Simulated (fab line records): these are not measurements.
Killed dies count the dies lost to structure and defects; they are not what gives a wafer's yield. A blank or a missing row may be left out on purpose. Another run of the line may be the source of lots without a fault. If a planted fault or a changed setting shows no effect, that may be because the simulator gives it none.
A single fault, viewed from 2 desks || flow rit-cmos || each desk has only its own numbers; what lay behind them comes last

FOR THE TOOL OWNER'S DESK: litho-track-04
The tool's own readings at RIT_CONTACT_COAT_03 (resist thk 1000 nm): means of the sampled wafers that have a number, for each lot that ran on this tool. The brackets show how far a lot's mean lies from the usual mean; more than 4 standard deviations puts the lot out of limits, marked OUT.
Columns: A = dispense-pressure-kPa at RIT_CONTACT_COAT_03, usual 53.0 kPa; B = spin-speed-rpm at RIT_CONTACT_COAT_03, usual 3249.8 rpm
{"lot": "L660", "first seen here": "day 5 04:22", "A": 53.2, "B": 3249.2}
{"lot": "L665", "first seen here": "day 6 06:07", "A": 53.2, "B": "3491.4 (+99 or more) OUT"}
{"lot": "L669", "first seen here": "day 7 02:27", "A": 53.2, "B": "3488.5 (+99 or more) OUT"}
This desk finds L665, L669 out of limits, L665 being first, at day 6 06:07 (spin-speed-rpm at RIT_CONTACT_COAT_03). L660: within limits.

FROM THE METROLOGY DESK
Means of the sampled wafers that have a number, per lot and without regard to the tool the lot ran on: this is what the gauges read. The brackets show how far a lot's mean lies from the usual mean; more than 4 standard deviations puts the lot out of limits, marked OUT.
Columns: A = PLDD_RS at RIT_SDANNEAL_RS_MEAS_06, usual 178.9 ohm/sq; B = NLDD_RS at RIT_SDANNEAL_RS_MEAS_07, usual 151.8 ohm/sq; C = SILICIDE_TI_RS at RIT_SILICIDE_RS_MEAS_02, usual 47.5 ohm/sq; D = SILICIDE_TI_THK at RIT_SILICIDE_THK_MEAS_03, usual 30.6 nm; E = CONTACT_TEOS_THK at RIT_CONTACT_THK_MEAS_01, usual 398 nm; F = cd-nm at RIT_CONTACT_CD_MEAS_08, usual 1000.0 nm; G = CONTACT_OVL at RIT_CONTACT_OVL_MEAS_09, usual -1.9 nm
{"lot": "L658", "first seen here": "day 4 18:35", "A": 179.3, "B": 151.7, "C": 48.0, "D": 30.5, "E": 394, "F": 999.9, "G": -2.7}
{"lot": "L660", "first seen here": "day 5 03:16", "A": 178.9, "B": 151.4, "C": 47.7, "D": 30.5, "E": 403, "F": 998.8, "G": -2.2}
{"lot": "L665", "first seen here": "day 6 05:06", "A": 178.7, "B": 152.2, "C": 48.4, "D": 30.2, "E": 396, "F": 1002.7, "G": -1.6}
{"lot": "L666", "first seen here": "day 6 09:47", "A": 178.8, "B": 151.7, "C": 47.8, "D": 30.5, "E": 392, "F": 996.3, "G": -0.3}
{"lot": "L668", "first seen here": "day 6 19:37", "A": 178.8, "B": 151.4, "C": 47.0, "D": 31.0, "E": 402, "F": 998.6, "G": -1.6}
{"lot": "L669", "first seen here": "day 7 01:25", "A": 178.6, "B": 151.8, "C": 47.9, "D": 30.5, "E": 394, "F": 1004.3, "G": -0.1}
This desk's finding: nothing out of limits on any of the 6 lots.

PUT TOGETHER
The tool owner's desk had the chance to raise an alarm at day 6 06:07 on L665, L669.
Nothing out of limits was seen by the metrology desk.
The metrology desk has L665, L669 on record, within its limits.
Of the lots named, all ran RIT_CONTACT_COAT_03 on litho-track-04.

WHAT THE SIMULATOR HAD PUT IN
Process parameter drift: litho-track-04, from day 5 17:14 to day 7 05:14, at RIT_CONTACT_COAT_03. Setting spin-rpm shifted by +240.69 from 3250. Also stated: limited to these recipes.
Struck lots among those shown: L665, L669.
Each desk's first reading out of limits, in hours after the fault started: the tool owner's desk, 13.
